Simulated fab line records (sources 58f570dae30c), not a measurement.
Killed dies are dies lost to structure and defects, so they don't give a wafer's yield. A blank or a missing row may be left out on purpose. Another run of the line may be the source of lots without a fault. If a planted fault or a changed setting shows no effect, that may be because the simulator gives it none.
8D (eight disciplines) problem report, filled in by code / flow berkeley cmos170 / the parts of the form that need people (team, actions taken, sign-off) are left out

1. THE ISSUE
Wafers free of any fault read 1032.3 ohm/sq (standard deviation 2.7) for PLDD_RS at UCB170_SDANNEAL_RS_MEAS_04, against a mean of 1084.0 ohm/sq on 9 wafers of 3 lots. That is +19 standard deviations from the usual mean.
The step: measures by four-point-probe.
Seen first at day 12 07:50 on film metro-04, wafer L311.1. Wafers with a number at this step in the record: 45, from 15 lots. The rule behind "out" and "out of limits": a value lying over 4 standard deviations away from the usual mean. All remaining wafers that have a number are taken as sound.

2. WHAT IT IS AND WHAT IT IS NOT
question=which readings at this step | is=PLDD_RS | is not=-
question=which lots | is=L311, L312, L315 | is not=L293, L294, L295, L296, L298, L299, L303, L304, L308, L310, L313, L316
question=which wafers of those lots | is=all that have a number | is not=-
question=read on which gauges | is=film metro-01, film metro-04 | is not=film metro-03
question=when | is=from day 12 07:50 | is not=up to then (27 sound wafers); but 9 sound wafers of L310, L313, L316 came after

3. WHAT RULES OUT EACH SUSPECT
Counting: a tool stays on the suspect list if, at a process step up to the reading, it processed all lots that are out and no sound lot following the first of them.
- the gauge at UCB170_SDANNEAL_RS_MEAS_04 has been ruled out. 2 gauges (film metro-01, film metro-04) read the wafers that are out.
- implanter-04 at UCB170_PLDD_IMPLANT_09: kept. All lots that are out passed through it, beginning with L311 at day 11 18:19, and no sound lot followed; its final sound lot before that point was L304 at day 10 07:45. Its own dose ions cm2, faraday current uA readings are out on those wafers.
Left after counting: implanter-04 at UCB170_PLDD_IMPLANT_09.

4. THE CAUSE (what the simulator had put in)
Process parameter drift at UCB170_PLDD_IMPLANT_09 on implanter-04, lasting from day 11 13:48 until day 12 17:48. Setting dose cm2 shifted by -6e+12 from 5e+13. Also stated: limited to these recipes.
After counting, this tool was the only one left.

5. THE EFFECT CHAIN, in route order
Each row: a reading where the mean over the struck wafers with a number is more than 3 standard deviations away from the usual. Scope: only readings with a usual standard deviation given in the record; hours: median across lots of the time from each lot's start at the first step in this table that gives one to its start at this step; sigmas: change in usual standard deviations.
hours=0; step=UCB170_PLDD_IMPLANT_09; reading=dose ions cm2; usual=4.999e+13; on struck wafers=4.400e+13; change=-5.987e+12; sigmas=-99 or more
hours=0; step=UCB170_PLDD_IMPLANT_09; reading=faraday current uA; usual=158.2; on struck wafers=138.5; change=-19.7; sigmas=-7.3
hours=15; step=UCB170_SDANNEAL_RS_MEAS_04; reading=PLDD_RS; usual=1032.3 ohm/sq; on struck wafers=1084.0; change=+51.7; sigmas=+19
Process steps it contains:
- UCB170_PLDD_IMPLANT_09
Later measuring or inspecting steps at which every struck wafer that the step has a row for has a number for every such reading, and none has moved that far: UCB170_SDANNEAL_RS_MEAS_05.

6. WHAT WOULD HAVE CAUGHT IT SOONER
In this record the first reading out of limits at a measuring or inspecting step was taken at day 12 07:50, 18 hours after the fault began at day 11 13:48.
At UCB170_PLDD_IMPLANT_09, the tool's own readings (dose ions cm2, faraday current uA) were out on each struck wafer the step has a row for, so an alarm limit on them would have fired on the first such wafer.
Lots out: 3; of these, L315 started UCB170_PLDD_IMPLANT_09 on implanter-04 after day 12 07:50. Had the tool been put on hold then, it would have been spared.
